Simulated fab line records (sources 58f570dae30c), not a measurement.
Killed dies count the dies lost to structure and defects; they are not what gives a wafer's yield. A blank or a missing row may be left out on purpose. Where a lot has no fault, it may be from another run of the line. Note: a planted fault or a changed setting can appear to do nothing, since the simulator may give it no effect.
8D (eight disciplines) problem report, filled in by code    flow berkeley cmos170    the parts of the form that need people (team, actions taken, sign-off) are left out

## 1. WHAT IS WRONG
V2_TEOS_THK at UCB170_V2_THK_MEAS_01 reads a mean of 830 nm on 3 wafers of 1 lot; wafers without a fault read 2002 nm with a standard deviation of 27. Measured from the usual mean, that is -43 standard deviations.
First seen on wafer L171.1, day 13 08:13, on film metro-04. Wafers with a number at this step in the record: 39, from 13 lots. Rule for "out" (also "out of limits"): further than 4 standard deviations from the usual mean. Any other wafer with a number is counted as sound.

## 2. WHAT IT IS; WHAT IT IS NOT
question                     is                      is not
which readings at this step  V2_TEOS_THK             -
which lots                   L171                    L151, L153, L154, L156, L158, L159, L160, L163, L164, L166, L169, L170
which wafers of those lots   all that have a number  -
read on which gauges         film metro-04           film metro-02, film metro-03
when                         from day 13 08:13       up to then (36 sound wafers)

## 3. THE SUSPECTS, EACH WITH WHAT RULES IT OUT
Counting: a tool at a process step up to the reading stays a suspect if it ran every lot that is out and no sound lot after the first of them.
- the gauge at UCB170_V2_THK_MEAS_01 is ruled out. All the wafers that are out were read on film metro-04, but those of them that UCB170_V2_ETCH_14 has rows for are out there too, on other tools.
- pecvd-02 at UCB170_V2_CVD_00 (deposits SiO2 from TEOS/O2, target thk 2000 nm, time 250 s): kept. It ran the lot that is out, L171 (day 13 08:03), and no sound lot after that; its last sound lot up to then is L170 (day 13 03:32).
Left after counting: pecvd-02 at UCB170_V2_CVD_00.

## 4. THE CAUSE (what the simulator had put in)
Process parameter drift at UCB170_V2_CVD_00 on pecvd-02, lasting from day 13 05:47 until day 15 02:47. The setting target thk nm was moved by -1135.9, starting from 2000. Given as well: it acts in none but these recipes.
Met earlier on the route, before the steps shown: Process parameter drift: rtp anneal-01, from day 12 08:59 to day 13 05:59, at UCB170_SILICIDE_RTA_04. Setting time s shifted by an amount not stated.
After counting, this tool was the only one left.

## 5. THE EFFECT CHAIN, in route order
Rows list readings where the struck wafers' mean (over those with a number) sits beyond 3 standard deviations from the usual. Only readings for which the record gives a usual standard deviation are gone through. hours: the time from each lot's start at the first step in this table that gives one to its start at this step, as a median over the lots. sigmas: the change in usual standard deviations.
hours  step                   reading         usual       on struck wafers  change  sigmas
0      UCB170_V2_THK_MEAS_01  V2_TEOS_THK     2002 nm     830               -1172   -43
2      UCB170_V2_ETCH_14      oes product au  0.871 a.u.  0.786             -0.085  -6.5
Its process steps:
- UCB170_V2_ETCH_14: etches SiO2 in CHF3/CF4/Ar, stops on Al, target depth 1250 nm, time 291 s.

## 6. WHAT WOULD HAVE CAUGHT IT SOONER
2 hours passed between the start of the fault at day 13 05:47 and the first reading out of limits at a measuring or inspecting step in this record, taken at day 13 08:13.
An alarm limit of 4 standard deviations would not have fired on the tool readings at UCB170_V2_CVD_00 for which the record gives a usual standard deviation, since none of them was out on any struck wafer.
Each of the lots that are out, 1 in all, had begun UCB170_V2_CVD_00 on pecvd-02 no later than day 13 08:13. A hold on the tool at that time would have spared none of them.
